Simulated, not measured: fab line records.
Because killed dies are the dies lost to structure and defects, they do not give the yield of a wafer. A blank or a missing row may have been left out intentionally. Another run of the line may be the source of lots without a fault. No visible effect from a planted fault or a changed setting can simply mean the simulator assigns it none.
fab line records ; flow rit-cmos
record lots=14; wafers=42; last-day=7
route steps=202 shown GATE@81 NLDD@113 SPACER@130 CONTACT@181 M1@202
lots that met no fault: from a run of the same line without faults
start-h: the number of hours between the record's first day and the start of the first shown wafer of the lot ; wait-h: hours from the lot's prior step to this one ; " as in the row above ; L1.1+2: a row that stands for several wafers ; - no value, or no start was given ; * or withheld: withheld ; < > ~ a bound
route shown NAME@n: NAME is a module with steps in the file, n the number in the route of the first one ; usual: mean/standard deviation taken from wafers without a fault ; same: alike in all rows ; chamber/n: place in a boat ; sites: readings site by site ; _std_site: standard deviation across them ; _edge_site: outer sites' mean less inner sites' ; radius-mm: how far each site lies from the wafer's centre ; mask NAME#n: copy n ; behind: the last tool/chamber to shape the wafer ; hold: the reason the lot was held/the length of the hold in hours/how it ended ; device: transistor that didn't switch, given as n, p or np ; end of line: tests of these same wafers at the route's end ; for a step that has no rows: nothing shown but its recipe ; killed: count of dies lost to structure and defects at first sort (not the wafer's yield) ; map: dies across one wafer; x = killed, . = not, _ = none there
set.NAME: setting as actually run; set.NAME@STEP: the setting as run at that earlier step ; model.NAME: the simulator's own value behind a step, which no gauge read
the route's steps for a sample of lots (tables are steps, rows are wafers)
services: when a tool's chamber went out of use (start-h, in hours from the record's first day, below 0 if earlier), for how many hours, and the reason
## steps
# step RIT_GATE_OXIDATION_05
# recipe temp-c=900; ambient=O2; target-thk-a=30; ox-time-s=270
# usual tube_center_temp_C_max=902.3/0.38; zone-power-source-pct=25.1/1.6
lot.wafer;tool;chamber;start-h;wait-h;tube_center_temp_C_max;zone-power-source-pct
L621.3;furnace-04;0;33.29;0.0;902.5;26.7
L621.4;furnace-04;0;33.29;0.0;902.2;26.7
L621.6;furnace-04;0;33.29;0.0;903.0;26.8
L622.1;furnace-03;0;37.80;0.1;902.2;24.9
L622.4;furnace-03;0;37.80;0.1;901.6;25.2
L622.5;furnace-03;0;37.80;0.1;902.1;24.6
L623.3;furnace-02;0;41.53;0.0;902.8;21.4
L623.5;furnace-02;0;41.53;0.0;902.4;21.6
L623.6;furnace-02;0;41.53;0.0;903.0;21.6
L623.3;furnace-04;0;42.87;0.3;902.4;26.2
L623.5;furnace-04;0;42.87;0.3;901.9;27.1
L623.6;furnace-04;0;42.87;0.3;901.7;26.4
L624.1;furnace-03;0;46.91;0.1;902.4;25.1
L624.2;furnace-03;0;46.91;0.1;902.3;25.2
L624.5;furnace-03;0;46.91;0.1;902.1;24.7
L624.1;furnace-03;0;48.15;0.2;902.4;24.7
L624.2;furnace-03;0;48.15;0.2;902.4;24.7
L624.5;furnace-03;0;48.15;0.2;902.3;24.7
L633.1;furnace-02;0;93.59;0.1;902.2;21.8
L633.2;furnace-02;0;93.59;0.1;902.9;21.8
L633.5;furnace-02;0;93.59;0.1;902.3;21.3
L635.3;furnace-03;0;103.56;0.0;902.0;24.8
L635.4;furnace-03;0;103.56;0.0;902.3;24.8
L635.5;furnace-03;0;103.56;0.0;902.0;24.8
L636.3;furnace-04;0;108.89;0.0;901.9;26.4
L636.5;furnace-04;0;108.89;0.0;902.6;26.8
L636.6;furnace-04;0;108.89;0.0;902.4;26.5
L637.2;furnace-03;0;113.73;0.0;903.0;24.5
L637.3;furnace-03;0;113.73;0.0;901.9;24.7
L637.6;furnace-03;0;113.73;0.0;902.1;25.1
L638.3;furnace-04;0;118.84;0.0;902.4;26.5
L638.4;furnace-04;0;118.84;0.0;902.3;26.7
L638.6;furnace-04;0;118.84;0.0;902.7;26.7
L639.1;furnace-03;0;122.15;0.1;902.4;24.5
L639.4;furnace-03;0;122.15;0.1;902.0;24.6
L639.5;furnace-03;0;122.15;0.1;901.7;24.1
L641.1;furnace-02;0;131.87;0.1;902.1;21.7
L641.2;furnace-02;0;131.87;0.1;902.3;21.9
L641.5;furnace-02;0;131.87;0.1;901.9;21.7
L642.2;furnace-04;0;138.31;0.8;902.8;26.6
L642.3;furnace-04;0;138.31;0.8;902.2;26.7
L642.4;furnace-04;0;138.31;0.8;902.6;26.2
L643.2;furnace-04;0;142.42;0.0;901.8;26.7
L643.5;furnace-04;0;142.42;0.0;902.0;26.6
L643.6;furnace-04;0;142.42;0.0;901.6;26.7
L644.2;furnace-04;0;148.10;0.0;902.9;26.7
L644.4;furnace-04;0;148.10;0.0;902.5;26.8
L644.6;furnace-04;0;148.10;0.0;902.5;26.7
# step RIT_GATE_THK_MEAS_07
# recipe reads=SiO2_of_GATE_OXIDATION_05
# usual GATE_OXIDE_THK=3.02/0.069
lot.wafer;tool;chamber;start-h;wait-h;GATE_OXIDE_THK[nm]
L621.3;film-metro-02;-;34.64;0.0;2.99
L621.4;film-metro-02;-;34.64;0.0;2.96
L621.6;film-metro-02;-;34.64;0.0;2.90
L622.1;film-metro-04;-;39.13;0.0;3.13
L622.4;film-metro-04;-;39.13;0.0;3.10
L622.5;film-metro-04;-;39.13;0.0;3.07
L623.3;film-metro-03;-;44.22;0.0;4.96
L623.5;film-metro-03;-;44.22;0.0;4.83
L623.6;film-metro-03;-;44.22;0.0;4.93
L623.3;film-metro-03;-;44.45;0.2;4.89
L623.5;film-metro-03;-;44.45;0.2;4.94
L623.6;film-metro-03;-;44.45;0.2;4.94
L624.1;film-metro-02;-;49.47;0.0;5.20
L624.2;film-metro-02;-;49.47;0.0;5.18
L624.5;film-metro-02;-;49.47;0.0;5.19
L624.1;film-metro-02;-;49.70;0.2;5.26
L624.2;film-metro-02;-;49.70;0.2;5.21
L624.5;film-metro-02;-;49.70;0.2;5.22
L633.1;film-metro-02;-;97.07;0.0;3.02
L633.2;film-metro-02;-;97.07;0.0;2.94
L633.5;film-metro-02;-;97.07;0.0;3.04
L635.3;film-metro-03;-;104.91;0.0;3.07
L635.4;film-metro-03;-;104.91;0.0;3.08
L635.5;film-metro-03;-;104.91;0.0;3.11
L636.3;film-metro-04;-;110.23;0.0;2.99
L636.5;film-metro-04;-;110.23;0.0;3.02
L636.6;film-metro-04;-;110.23;0.0;3.06
L637.2;film-metro-03;-;115.06;0.0;3.02
L637.3;film-metro-03;-;115.06;0.0;3.03
L637.6;film-metro-03;-;115.06;0.0;3.01
L638.3;film-metro-04;-;120.18;0.0;2.91
L638.4;film-metro-04;-;120.18;0.0;2.89
L638.6;film-metro-04;-;120.18;0.0;3.03
L639.1;film-metro-04;-;123.47;0.0;2.94
L639.4;film-metro-04;-;123.47;0.0;2.82
L639.5;film-metro-04;-;123.47;0.0;2.86
L641.1;film-metro-03;-;133.19;0.0;3.03
L641.2;film-metro-03;-;133.19;0.0;2.99
L641.5;film-metro-03;-;133.19;0.0;2.97
L642.2;film-metro-02;-;139.65;0.0;2.97
L642.3;film-metro-02;-;139.65;0.0;3.07
L642.4;film-metro-02;-;139.65;0.0;2.92
L643.2;film-metro-04;-;143.75;0.0;2.93
L643.5;film-metro-04;-;143.75;0.0;2.92
L643.6;film-metro-04;-;143.75;0.0;2.98
L644.2;film-metro-03;-;149.44;0.0;3.07
L644.4;film-metro-03;-;149.44;0.0;3.08
L644.6;film-metro-03;-;149.44;0.0;3.01
# step RIT_NLDD_TW_MEAS_10
# usual NLDD_TW=2497/15
lot.wafer;tool;chamber;start-h;wait-h;NLDD_TW
L621.3;film-metro-01;-;44.85;0.1;2516
L621.4;film-metro-01;-;44.85;0.1;2508
L621.6;film-metro-01;-;44.85;0.1;2517
L622.1;film-metro-02;-;47.30;0.1;2482
L622.4;film-metro-02;-;47.30;0.1;2492
L622.5;film-metro-02;-;47.30;0.1;2487
L623.3;film-metro-01;-;54.53;0.1;2530
L623.5;film-metro-01;-;54.53;0.1;2532
L623.6;film-metro-01;-;54.53;0.1;2519
L624.1;film-metro-02;-;64.54;0.1;2512
L624.2;film-metro-02;-;64.54;0.1;2494
L624.5;film-metro-02;-;64.54;0.1;2493
L633.1;film-metro-03;-;105.46;0.1;2482
L633.2;film-metro-03;-;105.46;0.1;2492
L633.5;film-metro-03;-;105.46;0.1;2490
L635.3;film-metro-03;-;113.07;0.1;2490
L635.4;film-metro-03;-;113.07;0.1;2490
L635.5;film-metro-03;-;113.07;0.1;2492
L636.3;film-metro-02;-;118.39;0.1;2455
L636.5;film-metro-02;-;118.39;0.1;2471
L636.6;film-metro-02;-;118.39;0.1;2466
L637.2;film-metro-02;-;123.07;0.1;2476
L637.3;film-metro-02;-;123.07;0.1;2487
L637.6;film-metro-02;-;123.07;0.1;2482
L638.3;film-metro-02;-;128.07;0.1;2496
L638.4;film-metro-02;-;128.07;0.1;2485
L638.6;film-metro-02;-;128.07;0.1;2492
L639.1;film-metro-02;-;131.43;0.1;2481
L639.4;film-metro-02;-;131.43;0.1;2488
L639.5;film-metro-02;-;131.43;0.1;2478
L641.1;film-metro-02;-;140.90;0.1;2475
L641.2;film-metro-02;-;140.90;0.1;2487
L641.5;film-metro-02;-;140.90;0.1;2491
L642.2;film-metro-01;-;148.41;0.1;2499
L642.3;film-metro-01;-;148.41;0.1;2495
L642.4;film-metro-01;-;148.41;0.1;2490
L643.2;film-metro-02;-;151.44;0.1;2488
L643.5;film-metro-02;-;151.44;0.1;2486
L643.6;film-metro-02;-;151.44;0.1;2496
L644.2;film-metro-03;-;157.21;0.1;2517
L644.4;film-metro-03;-;157.21;0.1;2506
L644.6;film-metro-03;-;157.21;0.1;2516
# step RIT_SPACER_ETCHBACK_05
# recipe target-depth-a=2500; SF6_flow_sccm=30; CHF3_flow_sccm=30; target=Si3N4; chemistry=SF6/CHF3; pressure-mtorr=40; rf-w=250; time-s=240; stop-on=SiO2
# usual drypump-motor-current-A=5.7/0.32; oes-product-au=0.839/0.012; throttle-valve-pct=10.27/0.12
lot.wafer;tool;chamber;start-h;wait-h;drypump-motor-current-A;oes-product-au;rf-hours-counter-h;throttle-valve-pct
L621.3;rie-diel-02;2;48.87;0.0;5.3;0.846;2;10.30
L621.4;rie-diel-02;0;48.87;0.0;5.6;0.836;-;10.23
L621.6;rie-diel-02;3;48.87;0.0;5.5;0.842;-;10.31
L622.1;rie-diel-04;0;51.14;0.1;5.3;0.842;130;10.37
L622.4;rie-diel-04;1;51.14;0.1;5.7;0.867;138;10.30
L622.5;rie-diel-04;1;51.14;0.1;5.6;0.853;-;10.31
L623.3;rie-diel-02;3;58.94;0.0;5.5;0.828;3;10.30
L623.5;rie-diel-02;3;58.94;0.0;5.5;0.839;-;10.30
L623.6;rie-diel-02;2;58.94;0.0;5.4;0.830;-;10.32
L624.1;rie-diel-02;2;68.69;0.1;5.4;0.843;2;10.31
L624.2;rie-diel-02;0;68.69;0.1;5.6;0.823;132;10.22
L624.5;rie-diel-02;0;68.69;0.1;5.7;0.837;-;10.20
L633.1;rie-diel-02;2;109.49;0.1;5.4;0.847;3;10.31
L633.2;rie-diel-02;3;109.49;0.1;5.5;0.839;4;10.30
L633.5;rie-diel-02;2;109.49;0.1;5.4;0.857;-;10.31
L635.3;rie-diel-01;3;117.00;0.0;6.1;0.837;69;9.99
L635.4;rie-diel-01;0;117.00;0.0;6.5;0.845;-;10.32
L635.5;rie-diel-01;1;117.00;0.0;5.7;0.866;-;10.34
L636.3;rie-diel-01;2;122.32;0.0;5.4;0.860;4;10.25
L636.5;rie-diel-01;3;122.32;0.0;6.1;0.819;-;9.99
L636.6;rie-diel-01;2;122.32;0.0;5.4;0.853;-;10.26
L637.2;rie-diel-02;0;127.02;0.0;5.6;0.834;133;10.21
L637.3;rie-diel-02;1;127.02;0.0;6.1;0.823;6;10.15
L637.6;rie-diel-02;1;127.02;0.0;6.1;0.831;-;10.17
L638.3;rie-diel-04;3;132.00;0.0;6.1;0.850;13;10.06
L638.4;rie-diel-04;1;132.00;0.0;5.7;0.858;139;10.30
L638.6;rie-diel-04;1;132.00;0.0;5.6;0.863;-;10.32
L639.1;rie-diel-04;3;135.51;0.1;6.1;0.830;13;10.06
L639.4;rie-diel-04;0;135.51;0.1;5.3;0.839;131;10.37
L639.5;rie-diel-04;0;135.51;0.1;5.3;0.833;-;10.36
L641.1;rie-diel-01;3;144.91;0.1;6.1;0.838;70;10.01
L641.2;rie-diel-01;0;144.91;0.1;6.4;0.834;68;10.31
L641.5;rie-diel-01;2;144.91;0.1;5.4;0.862;-;10.24
L642.2;rie-diel-04;2;152.42;0.0;5.8;0.813;6;10.51
L642.3;rie-diel-04;1;152.42;0.0;5.7;0.852;139;10.30
L642.4;rie-diel-04;3;152.42;0.0;6.1;0.843;14;10.07
L643.2;rie-diel-02;3;155.27;0.0;5.5;0.850;5;10.31
L643.5;rie-diel-02;3;155.27;0.0;5.5;0.847;-;10.31
L643.6;rie-diel-02;0;155.27;0.0;5.7;0.851;-;10.22
L644.2;rie-diel-02;2;161.15;0.0;5.4;0.848;5;10.32
L644.4;rie-diel-02;0;161.15;0.0;5.6;0.839;133;10.22
L644.6;rie-diel-02;3;161.15;0.0;5.5;0.840;-;10.30
# step RIT_CONTACT_CD_MEAS_90
# recipe target-cd-nm=1000
# usual cd-nm=999.8/2.4
lot.wafer;tool;chamber;start-h;wait-h;cd-nm
L621.3;cd-sem-01;-;55.45;0.1;1002.5
L621.4;cd-sem-01;-;55.45;0.1;1002.4
L621.6;cd-sem-01;-;55.45;0.1;1001.5
L622.1;cd-sem-01;-;57.50;0.1;999.6
L622.4;cd-sem-01;-;57.50;0.1;1002.4
L622.5;cd-sem-01;-;57.50;0.1;1002.8
L624.1;cd-sem-01;-;76.32;0.1;1000.9
L624.2;cd-sem-01;-;76.32;0.1;1001.0
L624.5;cd-sem-01;-;76.32;0.1;998.6
L633.1;cd-sem-02;-;115.93;0.1;998.4
L633.2;cd-sem-02;-;115.93;0.1;997.1
L633.5;cd-sem-02;-;115.93;0.1;996.9
L635.3;cd-sem-02;-;123.66;0.1;996.1
L635.4;cd-sem-02;-;123.66;0.1;995.9
L635.5;cd-sem-02;-;123.66;0.1;995.7
L636.3;cd-sem-02;-;128.69;0.1;1000.4
L636.5;cd-sem-02;-;128.69;0.1;1001.3
L636.6;cd-sem-02;-;128.69;0.1;1001.2
L637.2;cd-sem-02;-;133.46;0.1;999.7
L637.3;cd-sem-02;-;133.46;0.1;1000.6
L637.6;cd-sem-02;-;133.46;0.1;1000.3
L638.3;cd-sem-02;-;138.48;0.1;1001.6
L638.4;cd-sem-02;-;138.48;0.1;1003.8
L638.6;cd-sem-02;-;138.48;0.1;1000.5
L639.1;cd-sem-02;-;142.22;0.1;1000.8
L639.4;cd-sem-02;-;142.22;0.1;999.4
L639.5;cd-sem-02;-;142.22;0.1;999.0
L641.1;cd-sem-02;-;151.38;0.1;999.5
L641.2;cd-sem-02;-;151.38;0.1;1000.5
L641.5;cd-sem-02;-;151.38;0.1;1000.2
L642.2;cd-sem-02;-;158.86;0.1;995.1
L642.3;cd-sem-02;-;158.86;0.1;995.8
L642.4;cd-sem-02;-;158.86;0.1;997.5
L643.2;cd-sem-02;-;161.80;0.1;1001.7
L643.5;cd-sem-02;-;161.80;0.1;1001.3
L643.6;cd-sem-02;-;161.80;0.1;1000.5
L644.2;cd-sem-02;-;167.66;0.1;1000.5
L644.4;cd-sem-02;-;167.66;0.1;1002.5
L644.6;cd-sem-02;-;167.66;0.1;998.3
# step RIT_M1_PROBE_99
# usual killed-at-contacts=0.1/0.36; killed-at-front-end=7.2/2.9; killed-dies=7.4/2.9; killed-open=3.8/2; killed-short=3.5/2
# same gross-dies=264; killed_at_M0_to_M3=0; killed_at_M4_up=0; killed-at-back-side=0; killed-at-other=0
lot.wafer;tool;chamber;start-h;wait-h;killed-at-contacts;killed-at-front-end;killed-dies;killed-open;killed-short
L621.3;prober-02;-;60.07;0.2;1;13;14;5;9
L621.4;prober-02;-;60.12;0.2;0;9;9;4;5
L621.6;prober-02;-;60.22;0.2;0;6;6;3;3
L622.1;prober-01;-;62.36;0.1;0;7;7;2;5
L622.4;prober-01;-;62.51;0.2;0;10;10;5;5
L622.5;prober-01;-;62.56;0.2;0;14;14;10;4
L624.1;prober-01;-;80.80;0.1;0;11;11;5;6
L624.2;prober-01;-;80.85;0.1;0;10;10;6;4
L624.5;prober-01;-;81.00;0.2;0;9;9;7;2
L633.1;prober-01;-;120.67;0.1;0;9;9;2;7
L633.2;prober-01;-;120.72;0.1;0;5;5;1;4
L633.5;prober-01;-;120.87;0.2;0;13;13;8;5
L635.3;prober-01;-;128.85;0.2;0;7;7;3;3
L635.4;prober-01;-;128.90;0.2;0;6;6;3;3
L635.5;prober-01;-;128.95;0.2;1;7;8;4;4
L636.3;prober-02;-;133.35;0.2;0;7;7;3;4
L636.5;prober-02;-;133.45;0.2;0;8;8;2;6
L636.6;prober-02;-;133.50;0.2;0;4;4;2;2
L637.2;prober-01;-;138.56;0.1;0;1;1;0;1
L637.3;prober-01;-;138.61;0.2;0;4;4;3;1
L637.6;prober-01;-;138.76;0.2;0;6;6;5;1
L638.3;prober-02;-;143.21;0.2;0;6;6;2;4
L638.4;prober-02;-;143.26;0.2;0;5;5;3;2
L638.6;prober-02;-;143.36;0.2;0;6;6;2;4
L639.1;prober-01;-;147.11;0.1;0;3;3;3;0
L639.4;prober-01;-;147.26;0.2;0;4;4;2;1
L639.5;prober-01;-;147.31;0.2;0;7;7;2;4
L641.1;prober-01;-;156.23;0.1;0;7;7;4;3
L641.2;prober-01;-;156.28;0.1;0;7;7;2;5
L641.5;prober-01;-;156.43;0.2;0;2;2;1;1
L642.2;prober-02;-;163.37;0.1;0;6;6;3;3
L642.3;prober-02;-;163.42;0.2;1;6;7;5;2
L642.4;prober-02;-;163.47;0.2;0;11;11;8;3
L643.2;prober-01;-;166.31;0.1;0;5;5;3;2
L643.5;prober-01;-;166.46;0.2;0;4;4;2;2
L643.6;prober-01;-;166.51;0.2;0;7;7;3;3
L644.2;prober-02;-;172.30;0.1;2;3;5;3;2
L644.4;prober-02;-;172.40;0.2;0;8;8;7;1
L644.6;prober-02;-;172.50;0.2;0;1;1;0;1
# killed by level:class
L621.3 GATE:geometric-particle:short=3 SPACER:geometric-particle:short=3 FOX1:geometric-particle:short=2 GATE:geometric-particle:open=2 SPACER:geometric-particle:open=1 SILICIDE:geometric-particle:short=1 SILICIDE:geometric-particle:open=1 CONTACT:geometric-particle:open=1
L621.4 REOX:geometric-particle:open=2 ACTIVE:geometric-particle:short=1 FOX1:geometric-particle:open=1 FOX2:geometric-particle:short=1 GATE:geometric-particle:short=1 GATE:geometric-particle:open=1 REOX:geometric-particle:short=1 SILICIDE:geometric-particle:short=1
L621.6 GATE:geometric-particle:short=2 SPACER:geometric-particle:open=2 GATE:geometric-particle:open=1 REOX:geometric-particle:short=1
L622.1 GATE:geometric-particle:short=3 GATE:geometric-particle:open=1 REOX:geometric-particle:open=1 SPACER:geometric-particle:short=1 SILICIDE:geometric-particle:short=1
L622.4 GATE:geometric-particle:open=3 GATE:geometric-particle:short=2 SILICIDE:geometric-particle:short=2 ACTIVE:geometric-particle:open=1 FOX2:geometric-particle:short=1 REOX:geometric-particle:open=1
L622.5 GATE:geometric-particle:open=5 SPACER:geometric-particle:open=2 SILICIDE:geometric-particle:open=2 FOX2:geometric-particle:short=1 GATE:geometric-particle:short=1 REOX:geometric-particle:short=1 REOX:geometric-particle:open=1 SPACER:geometric-particle:short=1
L624.1 GATE:geometric-particle:open=2 SPACER:geometric-particle:open=2 SILICIDE:geometric-particle:short=2 FOX1:geometric-particle:short=1 FOX2:geometric-particle:short=1 GATE:geometric-particle:short=1 SPACER:geometric-particle:short=1 SILICIDE:geometric-particle:open=1
L624.2 SPACER:geometric-particle:open=2 SPACER:geometric-particle:short=2 SILICIDE:geometric-particle:open=2 GATE:geometric-particle:open=1 GATE:geometric-particle:short=1 REOX:geometric-particle:open=1 SILICIDE:geometric-particle:short=1
L624.5 SPACER:geometric-particle:open=3 FOX1:geometric-particle:open=1 GATE:geometric-particle:open=1 GATE:geometric-particle:short=1 REOX:geometric-particle:short=1 REOX:geometric-particle:open=1 SILICIDE:geometric-particle:open=1
L633.1 FOX2:geometric-particle:short=2 GATE:geometric-particle:short=2 ACTIVE:geometric-particle:short=1 FOX1:geometric-particle:short=1 GATE:geometric-particle:open=1 SPACER:geometric-particle:short=1 SPACER:geometric-particle:open=1
L633.2 GATE:geometric-particle:short=2 FOX1:geometric-particle:open=1 SPACER:geometric-particle:short=1 SILICIDE:geometric-particle:short=1
L633.5 FOX1:geometric-particle:open=3 FOX1:geometric-particle:short=2 SPACER:geometric-particle:open=2 GATE:geometric-particle:open=1 GATE:geometric-particle:short=1 REOX:geometric-particle:open=1 SPACER:geometric-particle:short=1 SILICIDE:geometric-particle:short=1
L635.3 FOX2:geometric-particle:short=1 GATE:geometric-particle:short=1 REOX:geometric-particle:open=1 REOX:geometric-particle:short=1 SPACER:geometric-particle:open=1 SILICIDE:geometric-particle:open=1 NRETRO:coat-microbubble-printed=1
L635.4 SPACER:geometric-particle:short=2 GATE:geometric-particle:short=1 GATE:geometric-particle:open=1 SPACER:geometric-particle:open=1 SILICIDE:geometric-particle:open=1
L635.5 SILICIDE:geometric-particle:short=2 GATE:geometric-particle:short=1 GATE:geometric-particle:open=1 REOX:geometric-particle:open=1 SPACER:geometric-particle:open=1 SILICIDE:geometric-particle:open=1 CONTACT:geometric-particle:short=1
L636.3 GATE:geometric-particle:open=2 SPACER:geometric-particle:short=2 FOX2:geometric-particle:short=1 GATE:geometric-particle:short=1 REOX:geometric-particle:open=1
L636.5 FOX2:geometric-particle:short=2 GATE:geometric-particle:short=2 REOX:geometric-particle:short=2 GATE:geometric-particle:open=1 SPACER:geometric-particle:open=1
L636.6 FOX2:geometric-particle:open=1 GATE:geometric-particle:open=1 SPACER:geometric-particle:short=1 SILICIDE:geometric-particle:short=1
L637.2 FOX1:geometric-particle:short=1
L637.3 FOX1:geometric-particle:open=2 FOX1:geometric-particle:short=1 SPACER:geometric-particle:open=1
L637.6 ACTIVE:geometric-particle:short=1 FOX1:geometric-particle:open=1 GATE:geometric-particle:open=1 REOX:geometric-particle:open=1 SPACER:geometric-particle:open=1 SILICIDE:geometric-particle:open=1
L638.3 GATE:geometric-particle:open=2 GATE:geometric-particle:short=1 REOX:geometric-particle:short=1 SPACER:geometric-particle:short=1 SILICIDE:geometric-particle:short=1
L638.4 REOX:geometric-particle:open=3 REOX:geometric-particle:short=1 SPACER:geometric-particle:short=1
L638.6 SPACER:geometric-particle:short=3 REOX:geometric-particle:open=1 REOX:geometric-particle:short=1 SPACER:geometric-particle:open=1
L639.1 FOX1:geometric-particle:open=1 GATE:geometric-particle:open=1 REOX:geometric-particle:open=1
L639.4 FOX1:geometric-particle:short=1 FOX2:geometric-particle:open=1 SPACER:geometric-particle:open=1 NLDD:coat-microbubble-printed=1
L639.5 GATE:geometric-particle:short=3 GATE:geometric-particle:open=2 REOX:geometric-particle:short=1 NLDD:coat-microbubble-printed=1
L641.1 GATE:geometric-particle:open=2 REOX:geometric-particle:short=2 FOX2:geometric-particle:open=1 GATE:geometric-particle:short=1 SILICIDE:geometric-particle:open=1
L641.2 GATE:geometric-particle:short=3 REOX:geometric-particle:open=2 FOX1:geometric-particle:short=1 SPACER:geometric-particle:short=1
L641.5 FOX1:geometric-particle:short=1 SPACER:geometric-particle:open=1
L642.2 FOX1:geometric-particle:open=2 SPACER:geometric-particle:short=2 FOX1:geometric-particle:short=1 GATE:geometric-particle:open=1
L642.3 GATE:geometric-particle:open=2 SILICIDE:geometric-particle:open=2 SPACER:geometric-particle:open=1 SILICIDE:geometric-particle:short=1 CONTACT:geometric-particle:short=1
L642.4 FOX1:geometric-particle:open=3 GATE:geometric-particle:open=2 GATE:geometric-particle:short=2 SPACER:geometric-particle:open=2 SILICIDE:geometric-particle:short=1 SILICIDE:geometric-particle:open=1
L643.2 GATE:geometric-particle:open=2 GATE:geometric-particle:short=1 SPACER:geometric-particle:short=1 SILICIDE:geometric-particle:open=1
L643.5 FOX1:geometric-particle:open=1 FOX1:geometric-particle:short=1 GATE:geometric-particle:open=1 SILICIDE:geometric-particle:short=1
L643.6 GATE:geometric-particle:open=2 FOX1:geometric-particle:open=1 FOX1:geometric-particle:short=1 FOX2:geometric-particle:short=1 REOX:geometric-particle:short=1 PWELL:coat-microbubble-printed=1
L644.2 FOX1:geometric-particle:short=1 FOX1:geometric-particle:open=1 FOX2:geometric-particle:open=1 CONTACT:geometric-particle:short=1 CONTACT:geometric-particle:open=1
L644.4 FOX1:geometric-particle:open=3 SPACER:geometric-particle:open=2 FOX1:geometric-particle:short=1 GATE:geometric-particle:open=1 SILICIDE:geometric-particle:open=1
L644.6 GATE:geometric-particle:short=1
## services
tool;chamber;start-h;hours;kind
rie-diel-01;-;45.93;3.2;repair
rie-diel-02;1;46.16;14.7;repair
furnace-03;-;54.61;3.2;pm
rie-diel-04;2;63.13;7.9;repair
furnace-04;-;68.48;2.6;pm
rie-diel-04;1;89.77;16.7;repair
rie-diel-01;2;101.06;17.1;repair
rie-diel-04;3;126.35;2.8;repair
rie-diel-01;1;135.75;-;clean
rie-diel-01;1;135.75;13.7;scheduled-down
rie-diel-01;1;135.75;13.7;vent-cycle
furnace-04;-;156.84;3.6;pm
## key
first-sign step=RIT_GATE_OXIDATION_05; reading=visit; direction=added
effect step=RIT_GATE_THK_MEAS_07; reading=visit; direction=added
effect step=RIT_GATE_THK_MEAS_07; reading=GATE_OXIDE_THK; direction=up; sigmas=30; usual=3.02; struck=5.05
met-at RIT_GATE_OXIDATION_05
struck-lots L623,L624
rows-end L623.3,L623.5,L623.6
tester-left-out L624
not-acting-at RIT_NLDD_TW_MEAS_10,RIT_SPACER_ETCHBACK_05,RIT_CONTACT_CD_MEAS_90
fault kind=repeated-step-whole; tool=furnace-02,furnace-03,furnace-04; chamber=-; onset-h=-; steps=RIT_GATE_OXIDATION_05; times=1; scope=struck-lots-only
# tester-left-out: of these lots the tester's yield and bins aren't shown, on N5 and GAA mostly nor the transistor test; their killed dies are dies lost to structure and defects alone, not to doping, threshold or leakage, so they don't give the yield
# rows-end: these wafers met a further fault down the route, and their rows from its step on are left out
